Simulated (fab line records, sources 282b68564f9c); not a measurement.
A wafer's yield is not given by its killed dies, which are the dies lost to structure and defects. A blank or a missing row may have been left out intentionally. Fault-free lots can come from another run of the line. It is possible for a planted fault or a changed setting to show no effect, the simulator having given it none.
fab line records -- flow rit-cmos
record: lots: 5, wafers: 15, last-day: 7
route steps=202 shown REOX@99 NLDD@103 PLDD@114 SPACER@125 NSD@131 M1@202
lots untouched by any fault: they come from a run of this same line in which no faults occurred
start-h: hours from the record's first day to the start of the lot's first wafer shown -- wait-h: hours from the lot's prior step to this one -- " unchanged from the row above -- L1.1+2: one row covering several wafers at once -- - no value, or no start given -- * or withheld: withheld -- < > ~ a bound
route shown NAME@n: a module of which the file shows steps, and the number in the route of the first -- usual: mean and standard deviation over wafers with no fault -- same: alike in all rows -- chamber/n: place in a boat -- sites: readings site by site -- _std_site: standard deviation across them -- _edge_site: outer sites' mean less inner sites' -- radius-mm: for every site, how far away it sits from the centre of the wafer -- mask NAME#n: copy n -- behind: the tool/chamber that last shaped the wafer -- hold: cause of the lot's hold/its duration in hours/its outcome -- device: which transistor (n, p or np) failed to switch -- end of line: tests of these same wafers at the route's end -- where a step has no rows: the recipe by itself -- killed: not the wafer's yield, but the dies lost to structure and defects at the first sort -- map: the dies of a wafer, with x for killed, . for not killed, _ for no die there
set.NAME: the setting that was run; set.NAME@STEP: the one run at that earlier step -- model.NAME: the simulator's own value behind a step, which no gauge read
lots at selected steps of the route; one table per step, one row per wafer
services: a tool's chamber out of use, with start hour (start-h, from the record's first day; less than 0 if before it), hours out, and reason
== steps ==
step: RIT_REOX_CLEAN_01
recipe: chemistry: dHF, dilution: 50:1, time-s: 30
step: RIT_REOX_CLEAN_02
recipe: chemistry: SC2, mix: 3:3:50, time-s: 600, temp-c: 75, dry: n2-spin
step: RIT_REOX_OXIDATION_03
recipe: temp-c: 900, ambient: O2, target-thk-a: 252, ox-time-s: 5580
step: RIT_REOX_THK_MEAS_04
recipe: reads: SiO2_of_REOX_OXIDATION_03
usual: REOX_OXIDE_THK: 25.3/0.49
lot.wafer,tool,chamber,start-h,wait-h,REOX_OXIDE_THK[nm]
L975.1,film-metro-03,-,72.41,0.0,25.1
L975.2,film-metro-03,-,72.41,0.0,24.9
L975.4,film-metro-03,-,72.41,0.0,24.7
L982.1,film-metro-01,-,108.35,0.0,24.9
L982.5,film-metro-01,-,108.35,0.0,25.2
L982.6,film-metro-01,-,108.35,0.0,25.2
L983.2,film-metro-04,-,110.93,0.0,25.7
L983.3,film-metro-04,-,110.93,0.0,25.5
L983.4,film-metro-04,-,110.93,0.0,25.4
L985.1,film-metro-04,-,121.84,0.0,25.8
L985.5,film-metro-04,-,121.84,0.0,25.4
L985.6,film-metro-04,-,121.84,0.0,25.8
L991.2,film-metro-01,-,155.05,0.0,25.6
L991.3,film-metro-01,-,155.05,0.0,25.4
L991.6,film-metro-01,-,155.05,0.0,25.7
step: RIT_NLDD_HMDS_00
recipe: prime-time-s: 60, prime-temp-c: 140
step: RIT_NLDD_COAT_01
recipe: resist: NOVOLAK, spin-rpm: 3250, resist-thk-nm: 1000
step: RIT_NLDD_SOFTBAKE_02
recipe: resist: NOVOLAK, temp-c: 90, time-s: 60
step: RIT_NLDD_EXPOSE_03
recipe: mask-id: M7, na: 0.57, target-cd-nm: 40700, dose-mj: 250
step: RIT_NLDD_PEB_04
recipe: resist: NOVOLAK, temp-c: withheld, time-s: withheld
step: RIT_NLDD_DEVELOP_05
recipe: resist: NOVOLAK, develop-time-s: 50, dev-temp-c: 23
step: RIT_NLDD_OVL_MEAS_06
usual: NLDD_OVL: 0.3/1.1
lot.wafer,tool,chamber,start-h,wait-h,NLDD_OVL[nm]
L975.1,overlay-01,-,73.45,-,0.2
L975.2,overlay-01,-,73.45,-,0.7
L975.4,overlay-01,-,73.45,-,0.5
L982.1,overlay-01,-,109.28,-,-0.5
L982.5,overlay-01,-,109.28,-,-2.1
L982.6,overlay-01,-,109.28,-,-0.9
L983.2,overlay-01,-,111.96,-,-1.0
L983.3,overlay-01,-,111.96,-,-0.7
L983.4,overlay-01,-,111.96,-,-1.0
L985.1,overlay-02,-,122.75,-,2.4
L985.5,overlay-02,-,122.75,-,2.4
L985.6,overlay-02,-,122.75,-,0.7
L991.2,overlay-02,-,156.17,-,0.2
L991.3,overlay-02,-,156.17,-,1.7
L991.6,overlay-02,-,156.17,-,1.5
step: RIT_NLDD_HARDBAKE_07
recipe: resist: NOVOLAK, temp-c: 139.5, time-s: 60
step: RIT_NLDD_IMPLANT_08
recipe: species: P, energy-kev: 20, dose-cm2: 5e+14, tilt-deg: 7
lot.wafer,tool,chamber,start-h,wait-h
L975.1+2+4,implanter-04,0,73.64,0.1
L982.1+5+6,implanter-02,0,109.47,0.1
L983.2+3+4,implanter-04,0,112.16,0.1
L985.1+5+6,implanter-02,0,122.94,0.1
L991.2+3+6,implanter-02,0,156.37,0.1
step: RIT_NLDD_STRIP_09
recipe: chemistry: O2, time-s: 180, resist: NOVOLAK, platen-temp-c: withheld, power-w: 500, pressure-mtorr: 4000, o2-flow-sccm: 4000
usual: drypump-motor-current-A: 5.4/0.36
lot.wafer,tool,chamber,start-h,wait-h,drypump-motor-current-A,rf-hours-counter-h
L975.1,plasma-asher-02,0,73.79,0.1,5.8,43
L975.2,plasma-asher-02,1,73.79,0.1,5.7,43
L975.4,plasma-asher-02,1,73.79,0.1,5.7,-
L982.1,plasma-asher-04,0,109.62,0.1,5.4,48
L982.5,plasma-asher-04,0,109.62,0.1,5.4,-
L982.6,plasma-asher-04,1,109.62,0.1,4.9,-
L983.2,plasma-asher-04,0,112.29,0.1,5.4,49
L983.3,plasma-asher-04,1,112.29,0.1,4.9,-
L983.4,plasma-asher-04,0,112.29,0.1,5.4,-
L985.1,plasma-asher-02,0,123.09,0.1,5.8,1
L985.5,plasma-asher-02,0,123.09,0.1,5.8,-
L985.6,plasma-asher-02,1,123.09,0.1,5.7,-
L991.2,plasma-asher-02,1,156.50,0.1,5.7,4
L991.3,plasma-asher-02,1,156.50,0.1,5.7,-
L991.6,plasma-asher-02,1,156.50,0.1,5.7,-
step: RIT_NLDD_TW_MEAS_10
usual: NLDD_TW: 2457/16
lot.wafer,tool,chamber,start-h,wait-h,NLDD_TW
L975.1,film-metro-02,-,73.96,0.1,2468
L975.2,film-metro-02,-,73.96,0.1,2474
L975.4,film-metro-02,-,73.96,0.1,2478
L982.1,film-metro-03,-,109.79,0.1,2446
L982.5,film-metro-03,-,109.79,0.1,2442
L982.6,film-metro-03,-,109.79,0.1,2433
L983.2,film-metro-02,-,112.47,0.1,2466
L983.3,film-metro-02,-,112.47,0.1,2457
L983.4,film-metro-02,-,112.47,0.1,2456
L985.1,film-metro-03,-,123.26,0.1,2448
L985.5,film-metro-03,-,123.26,0.1,2444
L985.6,film-metro-03,-,123.26,0.1,2437
L991.2,film-metro-04,-,156.68,0.1,2445
L991.3,film-metro-04,-,156.68,0.1,2461
L991.6,film-metro-04,-,156.68,0.1,2470
step: RIT_PLDD_HMDS_00
recipe: prime-time-s: 60, prime-temp-c: 140
step: RIT_PLDD_COAT_01
recipe: resist: NOVOLAK, spin-rpm: 3250, resist-thk-nm: 1000
step: RIT_PLDD_SOFTBAKE_02
recipe: resist: NOVOLAK, temp-c: 90, time-s: 60
step: RIT_PLDD_EXPOSE_03
recipe: mask-id: M8, na: 0.57, target-cd-nm: 40900, dose-mj: 250
step: RIT_PLDD_PEB_04
recipe: resist: NOVOLAK, temp-c: withheld, time-s: withheld
step: RIT_PLDD_DEVELOP_05
recipe: resist: NOVOLAK, develop-time-s: 50, dev-temp-c: 23
step: RIT_PLDD_OVL_MEAS_06
usual: PLDD_OVL: 1.1/1.4
lot.wafer,tool,chamber,start-h,wait-h,PLDD_OVL[nm]
L975.1,overlay-02,-,74.91,-,2.6
L975.2,overlay-02,-,74.91,-,0.8
L975.4,overlay-02,-,74.91,-,3.9
L982.1,overlay-01,-,110.70,-,3.2
L982.5,overlay-01,-,110.70,-,2.7
L982.6,overlay-01,-,110.70,-,2.7
L983.2,overlay-01,-,113.38,-,3.3
L983.3,overlay-01,-,113.38,-,2.8
L983.4,overlay-01,-,113.38,-,4.5
L985.1,overlay-01,-,124.27,-,0.7
L985.5,overlay-01,-,124.27,-,1.2
L985.6,overlay-01,-,124.27,-,1.5
L991.2,overlay-02,-,157.74,-,1.0
L991.3,overlay-02,-,157.74,-,-0.6
L991.6,overlay-02,-,157.74,-,0.7
step: RIT_PLDD_HARDBAKE_07
recipe: resist: NOVOLAK, temp-c: 140, time-s: 60
step: RIT_PLDD_IMPLANT_08
recipe: species: BF2, energy-kev: 20, dose-cm2: 9e+14, tilt-deg: 7
step: RIT_PLDD_STRIP_09
recipe: chemistry: O2, time-s: 180, resist: NOVOLAK, platen-temp-c: withheld, power-w: 500, pressure-mtorr: 4000, o2-flow-sccm: 4000
usual: drypump-motor-current-A: 5.7/0.58
lot.wafer,tool,chamber,start-h,wait-h,drypump-motor-current-A,rf-hours-counter-h
L975.1,plasma-asher-02,1,75.24,0.1,5.7,43
L975.2,plasma-asher-02,0,75.24,0.1,5.8,43
L975.4,plasma-asher-02,1,75.24,0.1,5.7,-
L982.1,plasma-asher-04,0,111.04,0.1,5.4,48
L982.5,plasma-asher-04,0,111.04,0.1,5.4,-
L982.6,plasma-asher-04,1,111.04,0.1,4.9,-
L983.2,plasma-asher-04,0,113.84,0.2,5.4,49
L983.3,plasma-asher-04,1,113.84,0.2,4.9,-
L983.4,plasma-asher-04,0,113.84,0.2,5.4,-
L985.1,plasma-asher-02,1,124.60,0.1,5.7,1
L985.5,plasma-asher-02,0,124.60,0.1,5.8,-
L985.6,plasma-asher-02,1,124.60,0.1,5.7,-
L991.2,plasma-asher-02,1,158.07,0.1,5.7,4
L991.3,plasma-asher-02,0,158.07,0.1,5.8,-
L991.6,plasma-asher-02,1,158.07,0.1,5.7,-
step: RIT_PLDD_TW_MEAS_10
usual: PLDD_TW: 2312/14
lot.wafer,tool,chamber,start-h,wait-h,PLDD_TW
L975.1,film-metro-02,-,75.42,0.1,2325
L975.2,film-metro-02,-,75.42,0.1,2319
L975.4,film-metro-02,-,75.42,0.1,2331
L982.1,film-metro-02,-,111.21,0.1,2331
L982.5,film-metro-02,-,111.21,0.1,2317
L982.6,film-metro-02,-,111.21,0.1,2327
L983.2,film-metro-02,-,114.02,0.1,2315
L983.3,film-metro-02,-,114.02,0.1,2328
L983.4,film-metro-02,-,114.02,0.1,2327
L985.1,film-metro-04,-,124.78,0.1,2315
L985.5,film-metro-04,-,124.78,0.1,2312
L985.6,film-metro-04,-,124.78,0.1,2302
L991.2,film-metro-03,-,158.25,0.1,2313
L991.3,film-metro-03,-,158.25,0.1,2300
L991.6,film-metro-03,-,158.25,0.1,2313
step: RIT_SPACER_CLEAN_00
recipe: chemistry: SC1, mix: 3:3:50, time-s: 600, temp-c: 75
step: RIT_SPACER_CLEAN_01
recipe: chemistry: dHF, dilution: 50:1, time-s: 28.53
step: RIT_SPACER_CLEAN_02
recipe: chemistry: SC2, mix: 3:3:50, time-s: 600, temp-c: 75, dry: n2-spin
step: RIT_SPACER_CVD_03
recipe: material: Si3N4, target-thk-nm: 250, temp-c: 810, precursor: SiH2Cl2/NH3, time-s: 3300, pressure-mtorr: 300, sih2cl2-flow-sccm: 60, nh3-flow-sccm: 150
step: RIT_SPACER_THK_MEAS_04
recipe: reads: Si3N4_of_SPACER_CVD_03
usual: SPACER_NITRIDE_THK: 249.2/2.5
lot.wafer,tool,chamber,start-h,wait-h,SPACER_NITRIDE_THK[nm]
L975.1,film-metro-01,-,77.80,0.0,249.9
L975.2,film-metro-01,-,77.80,0.0,249.0
L975.4,film-metro-01,-,77.80,0.0,250.3
L982.1,film-metro-01,-,113.56,0.0,252.6
L982.5,film-metro-01,-,113.56,0.0,251.8
L982.6,film-metro-01,-,113.56,0.0,253.6
L983.2,film-metro-03,-,118.76,0.0,248.2
L983.3,film-metro-03,-,118.76,0.0,250.5
L983.4,film-metro-03,-,118.76,0.0,248.5
L985.1,film-metro-01,-,128.08,0.0,249.1
L985.5,film-metro-01,-,128.08,0.0,251.0
L985.6,film-metro-01,-,128.08,0.0,249.6
L991.2,film-metro-02,-,161.09,0.0,250.3
L991.3,film-metro-02,-,161.09,0.0,248.6
L991.6,film-metro-02,-,161.09,0.0,250.6
step: RIT_SPACER_ETCHBACK_05
recipe: target-depth-a: 2500, SF6_flow_sccm: 30, CHF3_flow_sccm: 30, target: Si3N4, chemistry: SF6/CHF3, pressure-mtorr: 40, rf-w: 250, time-s: 240, stop-on: SiO2
usual: drypump-motor-current-A: 5.7/0.4, oes-product-au: 0.842/0.013, throttle-valve-pct: 10.32/0.14
lot.wafer,tool,chamber,start-h,wait-h,drypump-motor-current-A,oes-product-au,rf-hours-counter-h,throttle-valve-pct
L975.1,rie-diel-04,1,77.86,0.1,5.9,0.842,28,10.05
L975.2,rie-diel-04,2,77.86,0.1,6.0,0.848,37,10.25
L975.4,rie-diel-04,0,77.86,0.1,5.7,0.835,121,10.49
L982.1,rie-diel-02,2,113.62,0.1,5.7,0.852,51,10.38
L982.5,rie-diel-02,3,113.62,0.1,6.3,0.869,-,10.24
L982.6,rie-diel-02,2,113.62,0.1,5.7,0.855,-,10.39
L983.2,rie-diel-04,0,118.81,0.0,5.7,0.820,121,10.47
L983.3,rie-diel-04,3,118.81,0.0,4.9,0.838,-,10.19
L983.4,rie-diel-04,0,118.81,0.0,5.7,0.830,-,10.46
L985.1,rie-diel-02,2,128.14,0.1,5.6,0.834,52,10.36
L985.5,rie-diel-02,3,128.14,0.1,6.3,0.863,-,10.25
L985.6,rie-diel-02,0,128.14,0.1,6.0,0.851,-,10.23
L991.2,rie-diel-04,0,161.14,0.0,5.7,0.827,122,10.49
L991.3,rie-diel-04,2,161.14,0.0,6.0,0.842,38,10.25
L991.6,rie-diel-04,2,161.14,0.0,6.0,0.849,-,10.23
step: RIT_NSD_HMDS_00
recipe: prime-time-s: 60, prime-temp-c: 140
step: RIT_NSD_COAT_01
recipe: resist: NOVOLAK, spin-rpm: 3250, resist-thk-nm: 1000
step: RIT_NSD_SOFTBAKE_02
recipe: resist: NOVOLAK, temp-c: 90, time-s: 60
step: RIT_NSD_EXPOSE_03
recipe: mask-id: M9, na: 0.57, target-cd-nm: 40700, dose-mj: 250
step: RIT_NSD_PEB_04
recipe: resist: NOVOLAK, temp-c: withheld, time-s: withheld
step: RIT_NSD_DEVELOP_05
recipe: resist: NOVOLAK, develop-time-s: 50, dev-temp-c: 23
step: RIT_NSD_OVL_MEAS_06
usual: NSD_OVL: -1.4/1.3
lot.wafer,tool,chamber,start-h,wait-h,NSD_OVL[nm]
L975.1,overlay-01,-,79.06,-,-0.8
L975.2,overlay-01,-,79.06,-,-2.6
L975.4,overlay-01,-,79.06,-,-1.2
L982.1,overlay-02,-,114.74,-,-0.4
L982.5,overlay-02,-,114.74,-,0.8
L982.6,overlay-02,-,114.74,-,-0.4
L983.2,overlay-01,-,120.02,-,-2.0
L983.3,overlay-01,-,120.02,-,-2.3
L983.4,overlay-01,-,120.02,-,-0.7
L985.1,overlay-01,-,129.26,-,-0.9
L985.5,overlay-01,-,129.26,-,-1.5
L985.6,overlay-01,-,129.26,-,-0.4
L991.2,overlay-01,-,162.27,-,-3.3
L991.3,overlay-01,-,162.27,-,-3.1
L991.6,overlay-01,-,162.27,-,-2.8
step: RIT_NSD_HARDBAKE_07
recipe: resist: NOVOLAK, temp-c: 140, time-s: 60
step: RIT_NSD_IMPLANT_08
recipe: species: P, energy-kev: 25, dose-cm2: 1e+15, tilt-deg: 7
step: RIT_NSD_STRIP_09
recipe: chemistry: O2, time-s: 180, resist: NOVOLAK, platen-temp-c: withheld, power-w: 514.7, pressure-mtorr: 4000, o2-flow-sccm: 4000
usual: drypump-motor-current-A: 5.9/0.47
lot.wafer,tool,chamber,start-h,wait-h,drypump-motor-current-A,rf-hours-counter-h
L975.1,plasma-asher-02,1,79.40,0.1,5.7,44
L975.2,plasma-asher-02,0,79.40,0.1,5.8,44
L975.4,plasma-asher-02,1,79.40,0.1,5.7,-
L982.1,plasma-asher-01,1,115.08,0.1,5.7,34
L982.5,plasma-asher-01,0,115.08,0.1,5.2,-
L982.6,plasma-asher-01,1,115.08,0.1,5.7,-
L983.2,plasma-asher-02,1,120.35,0.1,5.7,0
L983.3,plasma-asher-02,1,120.35,0.1,5.7,-
L983.4,plasma-asher-02,0,120.35,0.1,5.8,-
L985.1,plasma-asher-01,0,129.60,0.1,5.2,36
L985.5,plasma-asher-01,0,129.60,0.1,5.2,-
L985.6,plasma-asher-01,1,129.60,0.1,5.7,-
L991.2,plasma-asher-03,0,162.60,0.1,6.4,49
L991.3,plasma-asher-03,1,162.60,0.1,6.7,-
L991.6,plasma-asher-03,0,162.60,0.1,6.4,-
step: RIT_SDANNEAL_RS_MEAS_07
recipe: thk-meas-gauge: four-point-probe
usual: NLDD_RS: 151.5/0.55
lot.wafer,tool,chamber,start-h,wait-h,hold,NLDD_RS[ohm/sq]
L975.1,film-metro-04,-,82.07,0.1,-,151.5
L975.2,film-metro-04,-,82.07,0.1,-,150.8
L975.4,film-metro-04,-,82.07,0.1,-,151.1
L982.1,film-metro-02,-,117.77,0.1,-,151.1
L982.5,film-metro-02,-,117.77,0.1,-,151.3
L982.6,film-metro-02,-,117.77,0.1,-,151.6
L983.2,film-metro-03,-,122.93,0.1,await-dispo/0.2h/release,152.7
L983.3,film-metro-03,-,122.93,0.1,await-dispo/0.2h/release,153.6
L983.4,film-metro-03,-,122.93,0.1,await-dispo/0.2h/release,153.7
L983.2,film-metro-03,-,123.34,0.4,-,152.9
L983.3,film-metro-03,-,123.34,0.4,-,153.1
L983.4,film-metro-03,-,123.34,0.4,-,153.5
L985.1,film-metro-04,-,132.17,0.1,-,152.5
L985.5,film-metro-04,-,132.17,0.1,-,152.8
L985.6,film-metro-04,-,132.17,0.1,-,153.0
L991.2,film-metro-03,-,165.08,0.1,-,151.7
L991.3,film-metro-03,-,165.08,0.1,-,151.2
L991.6,film-metro-03,-,165.08,0.1,-,151.0
step: RIT_M1_PROBE_99
usual: killed_at_M0_to_M3: 0.0/0.16, killed-at-front-end: 7/3.1, killed-dies: 7/3.1, killed-open: 3.5/2.1, killed-short: 3.5/2
same: gross-dies: 264, killed_at_M4_up: 0, killed-at-back-side: 0, killed-at-contacts: 0, killed-at-other: 0
lot.wafer,tool,chamber,start-h,wait-h,killed_at_M0_to_M3,killed-at-front-end,killed-dies,killed-open,killed-short
L975.1,prober-01,-,89.05,0.1,0,10,10,3,7
L975.2,prober-01,-,89.10,0.1,1,7,8,1,6
L975.4,prober-01,-,89.20,0.2,0,13,13,9,4
L982.1,prober-02,-,124.77,0.1,0,8,8,6,2
L982.5,prober-02,-,124.97,0.2,0,7,7,2,5
L982.6,prober-02,-,125.02,0.2,0,3,3,2,1
L983.2,prober-01,-,130.87,0.1,0,7,7,2,5
L983.3,prober-01,-,130.92,0.2,0,9,9,3,6
L983.4,prober-01,-,130.97,0.2,0,6,6,0,6
L985.1,prober-01,-,139.30,0.1,0,7,7,5,2
L985.5,prober-01,-,139.50,0.2,0,4,4,3,1
L985.6,prober-01,-,139.55,0.2,0,6,6,2,4
L991.2,prober-02,-,172.65,0.1,0,6,6,4,2
L991.3,prober-02,-,172.70,0.2,0,10,10,6,4
L991.6,prober-02,-,172.85,0.2,0,3,3,3,0
killed by level:class
L975.1 SILICIDE:geometric-particle:short=3 FOX1:geometric-particle:open=2 GATE:geometric-particle:short=2 REOX:geometric-particle:short=2 REOX:geometric-particle:open=1
L975.2 REOX:geometric-particle:short=4 FOX2:geometric-particle:short=1 SPACER:geometric-particle:open=1 SILICIDE:geometric-particle:short=1 M1:coat-microbubble-printed=1
L975.4 GATE:geometric-particle:open=4 REOX:geometric-particle:open=4 GATE:geometric-particle:short=3 REOX:geometric-particle:short=1 SILICIDE:geometric-particle:open=1
L982.1 REOX:geometric-particle:open=2 FOX1:geometric-particle:open=1 FOX2:geometric-particle:open=1 FOX2:geometric-particle:short=1 GATE:geometric-particle:open=1 SPACER:geometric-particle:short=1 SILICIDE:geometric-particle:open=1
L982.5 GATE:geometric-particle:short=3 GATE:geometric-particle:open=1 SPACER:geometric-particle:short=1 SILICIDE:geometric-particle:open=1 SILICIDE:geometric-particle:short=1
L982.6 GATE:geometric-particle:open=1 SPACER:geometric-particle:open=1 SPACER:geometric-particle:short=1
L983.2 FOX1:geometric-particle:short=2 FOX2:geometric-particle:open=1 FOX2:geometric-particle:short=1 GATE:geometric-particle:short=1 GATE:geometric-particle:open=1 SILICIDE:geometric-particle:short=1
L983.3 FOX2:geometric-particle:short=2 FOX2:geometric-particle:open=1 GATE:geometric-particle:short=1 GATE:geometric-particle:open=1 SILICIDE:geometric-particle:open=1 REOX:geometric-particle:short=1 SPACER:geometric-particle:short=1 SILICIDE:geometric-particle:short=1
L983.4 GATE:geometric-particle:short=2 SILICIDE:geometric-particle:short=2 FOX1:geometric-particle:short=1 REOX:geometric-particle:short=1
L985.1 SPACER:geometric-particle:open=2 FOX1:geometric-particle:short=1 FOX1:geometric-particle:open=1 FOX2:geometric-particle:open=1 GATE:geometric-particle:open=1 SPACER:geometric-particle:short=1
L985.5 FOX1:geometric-particle:open=2 GATE:geometric-particle:short=1 GATE:geometric-particle:open=1
L985.6 FOX1:geometric-particle:short=2 FOX1:geometric-particle:open=1 FOX2:geometric-particle:short=1 SPACER:geometric-particle:open=1 SPACER:geometric-particle:short=1
L991.2 GATE:geometric-particle:open=2 FOX1:geometric-particle:open=1 GATE:geometric-particle:short=1 REOX:geometric-particle:open=1 SPACER:geometric-particle:short=1
L991.3 GATE:geometric-particle:open=6 GATE:geometric-particle:short=3 SILICIDE:geometric-particle:short=1
L991.6 GATE:geometric-particle:open=2 SILICIDE:geometric-particle:open=1
== services ==
tool,chamber,start-h,hours,kind
implanter-02,-,57.12,3.5,repair
plasma-asher-04,-,68.29,2.8,pm
implanter-02,-,80.04,1.5,repair
implanter-04,-,85.60,4.5,pm
plasma-asher-02,-,91.14,0.5,repair
plasma-asher-03,-,93.48,28.1,pm
plasma-asher-02,-,104.86,3.3,repair
plasma-asher-02,-,105.39,0.4,repair
plasma-asher-02,-,108.81,9.0,pm
plasma-asher-02,0,108.81,9.0,vent-cycle
plasma-asher-02,1,108.81,9.0,vent-cycle
plasma-asher-02,0,117.81,-,clean
plasma-asher-02,1,117.81,-,clean
rie-diel-04,1,117.84,48.6,repair
rie-diel-04,2,117.98,7.4,repair
rie-diel-04,2,125.64,3.9,repair
plasma-asher-03,-,144.28,5.9,repair
rie-diel-04,0,146.58,7.0,repair
== key ==
first-sign: step: RIT_SDANNEAL_RS_MEAS_07, reading: NLDD_RS, direction: up, sigmas: 3.3, usual: 151.5, struck: 153.3
effect: step: RIT_SDANNEAL_RS_MEAS_07, reading: hold, direction: added
met-at RIT_NLDD_IMPLANT_08
struck-wafers L983.2,L983.3,L983.4
tester-left-out L983
onset-between 73.64 112.16
also-fits RIT_NLDD_STRIP_09:plasma-asher-04,RIT_PLDD_STRIP_09:plasma-asher-04,RIT_NSD_STRIP_09:plasma-asher-02
fault: kind: process-parameter-drift, tool: implanter-04, chamber: -, onset-h: 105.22, steps: RIT_NLDD_IMPLANT_08, channel: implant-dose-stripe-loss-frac, offset: 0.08, shape: step, end-h: 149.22
tester-left-out: of these lots the tester's yield and bins aren't shown, on N5 and GAA mostly nor the transistor test; their killed dies are dies lost to structure and defects alone, not to doping, threshold or leakage, so they don't give the yield
